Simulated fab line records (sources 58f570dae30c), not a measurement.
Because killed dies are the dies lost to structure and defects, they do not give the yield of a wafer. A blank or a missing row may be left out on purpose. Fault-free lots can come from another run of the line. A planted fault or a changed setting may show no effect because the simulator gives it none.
One fault seen from 2 desks + flow berkeley_cmos170 + only its own numbers are on each desk; what lay behind them is given at the end

METROLOGY DESK
Lot by lot, what the gauges showed, no matter which tool ran the lot: averages of those sampled wafers that carry a number. Marked OUT: a lot whose mean sits more than 4 standard deviations from the usual mean, which makes it out of limits; the brackets give that distance.
Columns: A = GATE_OVL at UCB170_GATE_OVL_MEAS_13, usual 1 nm; B = V2_TEOS_THK at UCB170_V2_THK_MEAS_01, usual 1999 nm
| lot  | first seen here | A  | B    |
|------|-----------------|----|------|
| L724 | day 7 08:02     | -1 | 1989 |
| L725 | day 7 08:31     | -3 | 2020 |
| L728 | day 8 09:11     | -1 | 2012 |
| L731 | day 8 09:19     | 2  | 2027 |
| L726 | day 8 09:26     | -2 | 1994 |
| L730 | day 8 09:33     | 9  | 1995 |
| L727 | day 8 10:16     | 3  | 2007 |
| L729 | day 8 10:45     | 8  | 2003 |
| L734 | day 8 21:50     | 5  | 2009 |
| L739 | day 10 04:36    | -2 | 1999 |
| L743 | day 11 09:11    | -1 | 1992 |
| L746 | day 11 09:21    | 2  | 1969 |
| L745 | day 11 09:28    | -1 | 1971 |
| L742 | day 11 10:05    | -5 | 2016 |
This desk found nothing out of limits on any of the 14 lots.

THE TOOL OWNER'S DESK: litho_track-02
The tool's own readings at UCB170_M3_DEVELOP_14 (develop time 45 s): means of the sampled wafers that have a number, for each lot that ran on this tool. Marked OUT: a lot whose mean sits more than 4 standard deviations from the usual mean, which makes it out of limits; the brackets give that distance.
Columns: A = developer_temp_C at UCB170_M3_DEVELOP_14, usual 20.98 C; B = exhaust_pa at UCB170_M3_DEVELOP_14, usual 44.8 Pa
| lot  | first seen here | A                | B    |
|------|-----------------|------------------|------|
| L725 | day 9 02:00     | 21.03            | 44.9 |
| L731 | day 10 02:00    | 20.85            | 44.9 |
| L730 | day 10 06:00    | 20.96            | 44.6 |
| L726 | day 10 09:00    | 20.91            | 45.7 |
| L728 | day 10 09:00    | 20.75            | 44.4 |
| L739 | day 11 20:00    | 21.83 (+7.7) OUT | 44.7 |
| L742 | day 12 23:00    | 21.84 (+7.8) OUT | 44.5 |
This desk finds L739, L742 out of limits, L739 being first, at day 11 20:00 (developer_temp_C at UCB170_M3_DEVELOP_14). L725, L731, L730, L726, L728 stayed within limits.

TAKEN TOGETHER
An alarm could have come from the tool owner's desk at day 11 20:00, on L739, L742.
Nothing out of limits was seen by the metrology desk.
The metrology desk holds a record of L739, L742, inside its limits.
The lots listed all ran UCB170_M3_DEVELOP_14 on litho_track-02.

WHAT HAD BEEN PUT IN BY THE SIMULATOR
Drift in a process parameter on litho_track-02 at UCB170_M3_DEVELOP_14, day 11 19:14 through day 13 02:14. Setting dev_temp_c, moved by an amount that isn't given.
Lots struck among those shown: L739, L742.
Time in hours from fault onset to the first out-of-limits reading at each desk: the tool owner's desk, 1.
